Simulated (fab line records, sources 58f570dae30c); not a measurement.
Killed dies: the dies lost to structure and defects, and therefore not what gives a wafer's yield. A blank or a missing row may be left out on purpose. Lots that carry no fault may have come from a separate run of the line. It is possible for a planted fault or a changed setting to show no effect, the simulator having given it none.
What tool caused it? / flow berkeley cmos170 / 21 wafers sampled from 7 lots at 1 step of a route of 331

## WHAT THE GAUGES SHOWED, per wafer
UCB170_WELLDRIVE_THK_MEAS_02.
lot=L405; measured=day 3 14:08; on=film metro-03; WELLDRIVE_OXIDE_THK (nm)=200 198 202
lot=L408; measured=day 4 05:59; on=film metro-02; WELLDRIVE_OXIDE_THK (nm)=200 204 203
lot=L411; measured=day 5 00:43; on=film metro-02; WELLDRIVE_OXIDE_THK (nm)=200 203 201
lot=L416; measured=day 5 23:29; on=film metro-02; WELLDRIVE_OXIDE_THK (nm)=199 200 199
lot=L419; measured=day 6 15:18; on=film metro-03; WELLDRIVE_OXIDE_THK (nm)=198 195 195
lot=L425; measured=day 7 19:51; on=film metro-02; WELLDRIVE_OXIDE_THK (nm)=201 197 201
lot=L427; measured=day 8 12:49; on=film metro-04; WELLDRIVE_OXIDE_THK (nm)=199 199 199

## WHICH TOOL RAN EACH LOT (tool, then ch and the chambers of the sampled wafers, then the start)
No process step before these readings appears in the record.

## THE ANSWER, worked out from the rows above alone
Rule: the usual values come from the lots themselves. Put in order of their means at a reading, lots are off if they are a third of the lots or fewer, leave a main group of 4 or more, and stand apart from it by a gap of 3 or more times the standard deviation of the main group's means; of several such gaps the widest counts. The tables above print the reading to a certain number of digits; a main group whose means all agree to those digits is not used. A lot without any number at a reading at which 4 lots or more have one is off too. Any other lot the step has rows for is counted as sound.
Across all readings shown, no lot is off: no conclusion can be drawn from this.

## WHAT WAS PUT IN BY THE SIMULATOR
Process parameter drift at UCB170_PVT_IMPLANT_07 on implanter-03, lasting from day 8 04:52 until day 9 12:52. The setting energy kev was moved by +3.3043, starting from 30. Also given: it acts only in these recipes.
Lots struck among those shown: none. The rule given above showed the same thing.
